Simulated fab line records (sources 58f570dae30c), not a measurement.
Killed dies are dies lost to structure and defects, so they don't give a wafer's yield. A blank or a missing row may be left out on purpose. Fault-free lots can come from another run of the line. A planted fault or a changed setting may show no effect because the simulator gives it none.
The tool behind it: which one? | flow berkeley-cmos170 | Sampling: 14 lots, 42 wafers, 4 of 331 route steps

## WHAT THE GAUGES READ, wafer by wafer
UCB170_GATE_THK_MEAS_02. Usual: GATE_OXIDE_THK typically reads 6.56 nm, with standard deviation 0.14.
lot  | measured     | on            | GATE_OXIDE_THK (nm) | flag
L270 | day 6 21:46  | film-metro-01 | 6.60 6.49 6.78      |
L272 | day 7 07:46  | film-metro-04 | 6.42 6.43 6.38      |
L273 | day 7 07:47  | film-metro-02 | 6.64 6.65 6.64      |
L271 | day 7 07:47  | film-metro-01 | 6.69 6.64 6.65      |
L275 | day 7 12:56  | film-metro-01 | 6.66 6.64 6.68      |
L274 | day 7 12:57  | film-metro-02 | 6.69 6.69 6.55      |
L278 | day 8 04:18  | film-metro-02 | 6.56 6.46 6.57      |
L282 | day 9 01:36  | film-metro-02 | 6.61 6.72 6.58      |
L283 | day 9 13:24  | film-metro-01 | 6.47 6.49 6.41      |
L285 | day 9 13:28  | film-metro-01 | 6.36 6.34 6.43      |
L286 | day 10 05:26 | film-metro-04 | 6.82 6.75 6.75      |
L287 | day 10 17:44 | film-metro-01 | 6.50 6.47 6.58      |
L289 | day 10 17:46 | film-metro-02 | 6.41 6.36 6.42      |
L293 | day 11 14:35 | film-metro-02 | 6.70 6.85 6.79      |

UCB170_CONTACT_OVL_MEAS_16. Usual: CONTACT_OVL typically reads 4 nm, with standard deviation 5.8.
lot  | measured     | on         | CONTACT_OVL (nm) | flag
L270 | day 8 02:46  | overlay-02 | 11 7 5           |
L272 | day 8 15:11  | overlay-02 | 3 4 7            |
L273 | day 8 12:43  | overlay-02 | 14 13 3          |
L271 | day 8 12:27  | overlay-01 | -2 -5 -4         |
L275 | day 8 23:40  | overlay-02 | 5 7 10           |
L274 | day 8 23:59  | overlay-02 | 0 8 3            |
L278 | day 9 10:10  | overlay-02 | 13 11 7          |
L282 | day 10 06:21 | overlay-01 | 2 6              |
L283 | day 11 00:02 | overlay-01 | -5 -2 -4         |
L285 | day 11 02:24 | overlay-01 | 6 13             |
L286 | day 11 12:37 | overlay-02 | 12 10 18         |
L287 | day 12 04:48 | overlay-01 | -3 -1 -1         |
L289 | day 12 01:32 | overlay-01 | 5 3 10           |
L293 | day 12 23:21 | overlay-02 | -3 -2 0          |

UCB170_M1_CD_MEAS_09: target cd 700 nm. Usual: cd-nm at 700.1 nm, with a standard deviation of 1.7.
lot  | measured     | on        | cd-nm (nm)        | flag
L270 | day 8 04:34  | cd-sem-01 | 701.7 700.7 701.4 |
L272 | day 8 16:53  | cd-sem-01 | 699.2 699.4 698.5 |
L273 | day 8 15:31  | cd-sem-02 | 701.5 703.4 703.7 |
L271 | day 8 14:59  | cd-sem-02 | 701.3 699.6 700.0 |
L275 | day 9 01:37  | cd-sem-02 | 701.7 701.0 699.8 |
L274 | day 9 02:23  | cd-sem-02 | 699.8 700.9 699.8 |
L278 | day 9 11:58  | cd-sem-02 | 698.8 699.2 699.1 |
L282 | day 10 08:03 | cd-sem-02 | 700.2 700.2       |
L283 | day 11 02:41 | cd-sem-02 | 699.8 698.4 699.7 |
L285 | day 11 04:38 | cd-sem-02 | 703.4 703.5       |
L286 | day 11 14:28 | cd-sem-01 | 701.0 700.9 700.0 |
L287 | day 12 06:55 | cd-sem-01 | 701.1 700.8 699.6 |
L289 | day 12 03:57 | cd-sem-01 | 696.7 696.4 697.4 |
L293 | day 13 01:10 | cd-sem-01 | 702.8 701.3 701.5 |

## WHICH TOOL RAN EACH LOT (tool, then ch and the chambers of the sampled wafers, then the start)
lot  | UCB170_SPACER_ETCHBACK_03
L270 | rie-diel-04 ch 0,2,3, day 7 17:03
L272 | rie-diel-03 ch 0,2,3, day 8 01:08
L273 | rie-diel-04 ch 3, day 8 01:08
L271 | rie-diel-02 ch 1,2, day 8 01:08
L275 | rie-diel-02 ch 0,2, day 8 07:14
L274 | rie-diel-04 ch 1,3, day 8 07:14
L278 | rie-diel-04 ch 1,2,3, day 8 20:55
L282 | rie-diel-03 ch 0,2,3, day 9 21:08
L283 | rie-diel-02 ch 0,2,3, day 10 10:52
L285 | rie-diel-03 ch 0,2,3, day 10 10:52
L286 | rie-diel-04 ch 0,1,2, day 11 01:58
L287 | rie-diel-02 ch 0,1,2, day 11 14:25
L289 | rie-diel-02 ch 1,2, day 11 14:20
L293 | rie-diel-02 ch 0,2, day 12 13:38
- UCB170_SPACER_ETCHBACK_03: etches SiO2 in CHF3/CF4/Ar, stops on Si, target depth 376 nm, time 100 s.

## AS READ BY THE TOOLS THEMSELVES (means over the sampled wafers that have a number; for cases with no such wafer, the mark the record gives instead)
UCB170_SPACER_ETCHBACK_03. Usual: chamber-pressure-mTorr 200.02 mTorr, standard deviation 0.18; drypump-motor-current-A 5.3 A, standard deviation 0.35; oes-product-au 0.895 a.u., standard deviation 0.018; throttle-valve-pct 6.46 %, standard deviation 0.1.
lot  | tool        | chamber-pressure-mTorr (mTorr) | drypump-motor-current-A (A) | oes-product-au (a.u.) | throttle-valve-pct (%) | flag
L270 | rie-diel-04 | 199.91                         | 5.7                         | 0.871                 | 6.46                   |
L272 | rie-diel-03 | 200.03                         | 5.1                         | 0.897                 | 6.44                   |
L273 | rie-diel-04 | 200.17                         | 5.5                         | 0.886                 | 6.42                   |
L271 | rie-diel-02 | 200.15                         | 5.5                         | 0.911                 | 6.31                   |
L275 | rie-diel-02 | 199.94                         | 5.6                         | 0.897                 | 6.50                   |
L274 | rie-diel-04 | 200.19                         | 5.6                         | 0.907                 | 6.52                   |
L278 | rie-diel-04 | 200.04                         | 5.7                         | 0.882                 | 6.55                   |
L282 | rie-diel-03 | 199.92                         | 5.1                         | 0.834                 | 6.44                   | OFF
L283 | rie-diel-02 | 200.08                         | 5.4                         | 0.893                 | 6.49                   |
L285 | rie-diel-03 | 200.14                         | 5.1                         | 0.819                 | 6.44                   | OFF
L286 | rie-diel-04 | 200.05                         | 5.8                         | 0.905                 | 6.55                   |
L287 | rie-diel-02 | 200.13                         | 5.5                         | 0.918                 | 6.40                   |
L289 | rie-diel-02 | 200.01                         | 5.7                         | 0.917                 | 6.34                   |
L293 | rie-diel-02 | 199.99                         | 5.6                         | 0.897                 | 6.49                   |

## THE ANSWER, worked out from the rows above alone
Rule: a lot is off if the mean of its wafers that have a number lies more than 3 standard deviations from the usual mean. Also off: a lot with no number at a reading for which 4 or more lots have one. Any other lot the step has rows for is counted as sound. First the gauges in route order, then the tools' own readings, where a lot's mean is used as printed above. The first step at which some lot is off is used, and at that step the reading that is off furthest; a lot without a number counts as furthest.
Off: L282, L285 (UCB170_SPACER_ETCHBACK_03, oes-product-au).
A tool fits if, at that step or a process step before it, it ran every lot that is off, and no sound lot after the first of them. One fits: rie-diel-03 at UCB170_SPACER_ETCHBACK_03. Its last sound lot is L272 (day 8 01:08), its first lot that is off L282 (day 9 21:08): a fault that began between those two fits.
On the lots that are off, the tool's own readings at UCB170_SPACER_ETCHBACK_03 differ by more than 5 times the standard deviation of the sound lots' means, which bears it out; oes-product-au reads 0.827 a.u. there versus 0.898 a.u. on the sound lots.

## WHAT WAS PUT IN BY THE SIMULATOR
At UCB170_SPACER_ETCHBACK_03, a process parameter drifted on rie-diel-03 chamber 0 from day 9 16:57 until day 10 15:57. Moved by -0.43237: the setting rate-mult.
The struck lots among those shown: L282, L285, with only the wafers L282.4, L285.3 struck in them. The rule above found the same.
